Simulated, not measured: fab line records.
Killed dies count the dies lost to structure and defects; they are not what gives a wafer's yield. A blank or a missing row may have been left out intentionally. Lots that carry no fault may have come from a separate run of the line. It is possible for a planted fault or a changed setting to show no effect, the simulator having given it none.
Which tool was responsible? ; flow berkeley-cmos170 ; 14 lots, 42 wafers sampled, at 2 steps of a route of 331

## WHAT THE GAUGES READ, wafer by wafer
UCB170_V1_OVL_MEAS_13. Usual: V1_OVL gives 2 nm (standard deviation 5).
lot;measured;on;V1_OVL (nm);flag
L917;day 8 12:26;overlay-02;8 4 3;
L918;day 9 05:05;overlay-02;1 -4 0;
L919;day 9 07:52;overlay-02;3 5 -1;
L920;day 9 10:04;overlay-01;0 4 -3;
L923;day 10 10:32;overlay-01;-4 -5 3;
L925;day 10 11:52;overlay-02;7 7 -3;
L922;day 10 13:04;overlay-01;11 2 6;
L924;day 10 14:26;overlay-02;-1 2 3;
L927;day 11 00:09;overlay-02;-7 3 -5;
L929;day 11 09:14;overlay-01;3 9 9;
L930;day 12 01:45;overlay-01;-8 1 2;
L931;day 12 02:19;overlay-01;-1 1 -3;
L936;day 13 12:56;overlay-02;0 -4 1;
L939;day 13 22:35;overlay-01;3 -2 5;

UCB170_M2_CD_MEAS_15 targets a cd of 700 nm. Usual: cd-nm reads 700.0 nm (standard deviation 1.1).
lot;measured;on;cd-nm (nm);flag
L917;day 8 15:02;cd-sem-01;699.5 701.4 701.6;
L918;day 9 07:34;cd-sem-02;700.5 700.5 700.2;
L919;day 9 10:40;cd-sem-01;700.6 700.5 699.9;
L920;day 9 12:36;cd-sem-01;699.5 701.3 700.9;
L923;day 10 13:05;cd-sem-02;699.1 698.5 697.5;
L925;day 10 14:12;cd-sem-02;701.5 701.3 701.4;
L922;day 10 15:25;cd-sem-02;698.6 699.6 699.6;
L924;day 10 17:16;cd-sem-01;697.6 699.4 700.3;
L927;day 11 02:37;cd-sem-02;700.0 698.2 700.7;
L929;day 11 12:18;cd-sem-02;700.3 701.1 699.2;
L930;day 12 04:17;cd-sem-01;700.3 701.3 701.4;
L931;day 12 04:40;cd-sem-02;701.2 700.0 700.8;
L936;day 13 16:13;cd-sem-01;699.9 699.9 700.7;
L939;day 14 01:57;cd-sem-01;698.9 700.3 700.0;

## TOOL THAT RAN EACH LOT (tool first, then ch and the chambers of the sampled wafers, then the start)
The record shows no process step preceding these readings.

## AS READ BY THE TOOLS THEMSELVES (means over the sampled wafers that have a number; for cases with no such wafer, the mark the record gives instead)
The record holds no such reading with a usual standard deviation.

## THE ANSWER, worked out from the rows above alone
Rule: lot off if the mean of its wafers having a number is beyond 3 standard deviations from the usual mean. Also off: a lot with no number at a reading for which 4 or more lots have one. The other lots that the step has rows for count as sound. The gauges are gone through in route order, then the tools' own readings, and for those a lot's mean is taken as printed above. At the first step where some lot is off, the reading lying furthest off is the one used; lots without a number count as furthest.
None of the lots is off at any reading shown; this tells nothing.

## WHAT THE SIMULATOR HAD INSERTED
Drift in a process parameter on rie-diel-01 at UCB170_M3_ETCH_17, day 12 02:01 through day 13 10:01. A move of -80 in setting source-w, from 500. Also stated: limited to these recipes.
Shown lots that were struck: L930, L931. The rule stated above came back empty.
